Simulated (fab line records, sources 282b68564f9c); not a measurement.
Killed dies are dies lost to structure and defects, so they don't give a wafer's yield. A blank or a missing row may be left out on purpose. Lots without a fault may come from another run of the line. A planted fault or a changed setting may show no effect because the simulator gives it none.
Which tool did it? | flow rit_cmos | 7 lots, 21 wafers sampled, at 2 steps of a route of 202

WHAT THE GAUGES READ, wafer by wafer
RIT_NRETRO_TW_MEAS_10.
lot  | measured    | on            | NRETRO_TW
L476 | day 2 11:29 | film_metro-03 | 1054 1055 1051
L478 | day 2 20:30 | film_metro-04 | 1043 1045 1049
L480 | day 3 06:37 | film_metro-04 | 1046 1037 1038
L483 | day 3 22:58 | film_metro-01 | 1052 1055 1053
L485 | day 4 08:07 | film_metro-03 | 1056 1057 1057
L491 | day 5 13:37 | film_metro-04 | 1193 1186 1184
L498 | day 7 00:32 | film_metro-01 | 1061 1061 1057

WHICH TOOL RAN EACH LOT (tool, then ch and the chambers of the sampled wafers, then the start)
lot  | RIT_NRETRO_IMPLANT_08
L476 | implanter-04 ch 0, day 2 11:09
L478 | implanter-04 ch 0, day 2 20:10
L480 | implanter-04 ch 0, day 3 06:18
L483 | implanter-02 ch 0, day 3 22:39
L485 | implanter-02 ch 0, day 4 07:47
L491 | implanter-02 ch 0, day 5 13:19
L498 | implanter-01 ch 0, day 7 00:14
- RIT_NRETRO_IMPLANT_08

THE ANSWER, worked out from the rows above alone
Rule: what is usual is taken from the lots themselves. Put in order of their means at a reading, lots are off if they are a third of the lots or fewer, leave a main group of 4 or more, and stand apart from it by a gap of 3 or more times the standard deviation of the main group's means; of several such gaps the widest counts. A main group whose means are all the same, to the digits that the tables above print for the reading, isn't used. A lot without any number at a reading at which 4 lots or more have one is off too. The other lots that the step has rows for count as sound.
Off: L491, at RIT_NRETRO_TW_MEAS_10 (NRETRO_TW). The main group: mean 1052, standard deviation 6.6.
A tool fits if, at a process step before that reading, it ran every lot that is off, and no sound lot after the first of them. The gauges at RIT_NRETRO_TW_MEAS_10 are tried like those tools. Can't be told from this: 2 tools fit, implanter-02 at RIT_NRETRO_IMPLANT_08, film_metro-04 at RIT_NRETRO_TW_MEAS_10.

WHAT THE SIMULATOR HAD PUT IN
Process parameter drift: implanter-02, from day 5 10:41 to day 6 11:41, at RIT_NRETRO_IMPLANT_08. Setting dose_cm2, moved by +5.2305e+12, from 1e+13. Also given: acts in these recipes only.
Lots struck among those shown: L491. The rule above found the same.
